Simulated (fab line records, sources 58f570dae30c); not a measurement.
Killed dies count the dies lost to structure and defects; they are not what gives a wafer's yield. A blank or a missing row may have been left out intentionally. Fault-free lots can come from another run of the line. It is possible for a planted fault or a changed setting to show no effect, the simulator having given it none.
Shared-tool check -- flow berkeley cmos170 -- 14 lots, 42 wafers sampled

## WHAT PROMPTED THE OPENING
Of 14 lots, 2 have the reading M2_AL_RS flagged at UCB170_M2_RS_MEAS_02. Fault-free wafers read 0.0322 ohm/sq, with a standard deviation of 0.00031.
Rule: a lot is flagged in two cases, either no wafer of it has a number, or all its wafers with numbers fall more than 4 standard deviations from that mean. All remaining lots are regarded as sound.

lot,measured,on,"M2_AL_RS (ohm/sq), wafer by wafer",flag
L949,day 8 11:14,film metro-02,0.0320 0.0321 0.0321,
L947,day 8 13:23,film metro-01,0.0320 0.0324 0.0324,
L948,day 8 13:49,film metro-02,0.0327 0.0325 0.0321,
L950,day 9 02:26,film metro-02,0.0320 0.0322 0.0324,
L952,day 9 04:40,film metro-04,0.0323 0.0321 0.0322,
L951,day 9 05:44,film metro-02,0.0322 0.0321 0.0318,
L953,day 9 11:35,film metro-02,0.0320 0.0322 0.0321,
L960,day 10 23:28,film metro-04,0.0352 0.0356 0.0351,FLAGGED
L961,day 11 12:46,film metro-01,0.0322 0.0326 0.0325,
L962,day 12 02:46,film metro-01,0.0360 0.0357 0.0352,FLAGGED
L965,day 12 09:11,film metro-04,0.0321 0.0319 0.0323,
L964,day 12 11:35,film metro-01,0.0322 0.0325 0.0326,
L967,day 13 02:24,film metro-01,0.0323 0.0322 0.0324,
L969,day 13 05:13,film metro-01,0.0322 0.0323 0.0320,
On average the flagged lots' numbers are 0.0355 ohm/sq, which is +0.0033 ohm/sq against the usual, or +11 standard deviations.

## WHICH TOOL RAN EACH LOT
2 process steps preceding the reading are held in the record, out of 331 steps in the route. Each cell gives the tool, then ch followed by the chambers the sampled wafers passed through, then the start.
lot,flag,UCB170_CONTACT_STRIP_19,UCB170_M2_SPUTTER_01
L949,,"plasma asher-01 ch 0,1, day 8 04:01","pvd sputter-04, day 8 11:09"
L947,,"plasma asher-01 ch 0,1, day 8 05:18","pvd sputter-01, day 8 13:18"
L948,,"plasma asher-03 ch 0,1, day 8 04:17","pvd sputter-02, day 8 13:43"
L950,,"plasma asher-03 ch 0,1, day 8 20:17","pvd sputter-01, day 9 02:22"
L952,,"plasma asher-03 ch 0,1, day 8 21:13","pvd sputter-04, day 9 04:32"
L951,,"plasma asher-02 ch 0,1, day 8 21:20","pvd sputter-02, day 9 05:37"
L953,,"plasma asher-02 ch 0,1, day 9 03:35","pvd sputter-04, day 9 11:29"
L960,FLAGGED,"plasma asher-02 ch 0,1, day 10 17:32","pvd sputter-01, day 10 23:19"
L961,,"plasma asher-01 ch 0,1, day 11 05:04","pvd sputter-04, day 11 12:40"
L962,FLAGGED,"plasma asher-01 ch 0,1, day 11 19:56","pvd sputter-01, day 12 02:41"
L965,,"plasma asher-02 ch 0,1, day 12 02:11","pvd sputter-02, day 12 09:05"
L964,,"plasma asher-03 ch 0,1, day 12 02:40","pvd sputter-04, day 12 11:29"
L967,,"plasma asher-01 ch 0,1, day 12 20:16","pvd sputter-02, day 13 02:19"
L969,,"plasma asher-02 ch 0,1, day 12 21:59","pvd sputter-04, day 13 05:08"
What the steps here do:
- UCB170_CONTACT_STRIP_19: strips in O2.
- UCB170_M2_SPUTTER_01: material Al, target thk 900 nm, time 120 s.
- UCB170_M2_RS_MEAS_02: measures by four-point-probe.

## FLAGGED AGAINST TOTAL, ONE TOOL AT A TIME (gauges that did the reading follow at the end)
step,tool,lots run,flagged,share of the flagged lots,sound lots run after its first flagged lot
UCB170_CONTACT_STRIP_19,plasma asher-01,5,1,some,1 (L967)
UCB170_CONTACT_STRIP_19,plasma asher-02,5,1,some,"2 (L965,L969)"
UCB170_CONTACT_STRIP_19,plasma asher-03,4,0,none,-
UCB170_M2_SPUTTER_01,pvd sputter-01,4,2,all,0
UCB170_M2_SPUTTER_01,pvd sputter-02,4,0,none,-
UCB170_M2_SPUTTER_01,pvd sputter-04,6,0,none,-
UCB170_M2_RS_MEAS_02,film metro-01,6,1,some,"3 (L964,L967,L969)"
UCB170_M2_RS_MEAS_02,film metro-02,5,0,none,-
UCB170_M2_RS_MEAS_02,film metro-04,3,1,some,1 (L965)

## WHAT THE TABLE ALLOWS
Rows of the table that ran each flagged lot: 1, that is pvd sputter-01 at UCB170_M2_SPUTTER_01.
- pvd sputter-01 at UCB170_M2_SPUTTER_01 ran 4 lots, 2 of them flagged. Its last sound lot is L950 (day 9 02:22), its first flagged lot L960 (day 10 23:19): a fault that began between those two fits. Its own readings (chamber pressure pa) fall more than 4 standard deviations out on all wafers of the flagged lots.
What remains is a single tool, pvd sputter-01 at UCB170_M2_SPUTTER_01.

## WHAT HAD BEEN PUT IN BY THE SIMULATOR
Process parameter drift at UCB170_M2_SPUTTER_01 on pvd sputter-01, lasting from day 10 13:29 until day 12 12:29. The setting chamber pressure pa was moved by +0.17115, starting from 0.5. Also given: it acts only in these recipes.
Lots struck among those shown: L960, L962. This agrees with what the rule above found.
